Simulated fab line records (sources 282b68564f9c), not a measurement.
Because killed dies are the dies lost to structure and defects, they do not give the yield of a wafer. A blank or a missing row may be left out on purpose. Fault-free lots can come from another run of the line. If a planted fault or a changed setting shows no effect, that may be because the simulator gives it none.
Which of the tools did it?    flow rit cmos    7 lots, 21 wafers sampled, at 2 steps of a route of 202

## WHAT THE GAUGES SHOWED, per wafer
RIT_NSD_OVL_MEAS_06.
lot   measured     on          NSD_OVL (nm)
L696  day 3 16:04  overlay-02  -0.6 -1.8 -2.1
L697  day 3 22:30  overlay-01  2.0 0.9 1.3
L703  day 5 07:49  overlay-02  1.5 -1.2 -1.1
L706  day 5 16:44  overlay-02  -1.3 -2.4 -3.1
L708  day 6 02:59  overlay-02  -1.0 -1.1 -2.1
L714  day 7 07:18  overlay-01  - - -
L717  day 7 23:17  overlay-01  -0.1 -1.0 0.5

## TOOL THAT RAN EACH LOT (tool first, then ch and the chambers of the sampled wafers, then the start)
lot   RIT_NSD_COAT_01
L696  litho track-03 ch 0, day 3 15:24
L697  litho track-04 ch 0, day 3 21:48
L703  litho track-04 ch 0, day 5 07:07
L706  litho track-01 ch 0, day 5 15:56
L708  litho track-04 ch 0, day 6 02:19
L714  litho track-04, day 7 06:29
L717  litho track-01 ch 0, day 7 22:28
- RIT_NSD_COAT_01: resist thk 1000 nm.

## THE ANSWER, worked out from the rows above alone
Rule: the lots themselves supply what counts as usual. The widest of any qualifying gaps counts: lots, ordered by their means at a reading, are off when they make up no more than a third of the lots, leave a main group of 4 or more, and stand apart from it by 3 or more times the standard deviation of that group's means. If all means in a main group match to the digits the tables above print for the reading, that group is not used. A lot without any number at a reading at which 4 lots or more have one is off too. The other lots that the step has rows for count as sound.
Off: L714, seen at RIT_NSD_OVL_MEAS_06 (NSD_OVL). Without a number there: L714. The main group: mean -0.7 nm, standard deviation 1.2.
A tool fits if, at a process step before that reading, it ran every lot that is off, and no sound lot after the first of them. Those tools and the gauges at RIT_NSD_OVL_MEAS_06 are tried in the same way. One candidate fits, namely litho track-04 at RIT_NSD_COAT_01. A fault onset in the window from L708 (day 6 02:19, its last sound lot) to L714 (day 7 06:29, its first lot off) fits.

## WHAT THE SIMULATOR PUT IN
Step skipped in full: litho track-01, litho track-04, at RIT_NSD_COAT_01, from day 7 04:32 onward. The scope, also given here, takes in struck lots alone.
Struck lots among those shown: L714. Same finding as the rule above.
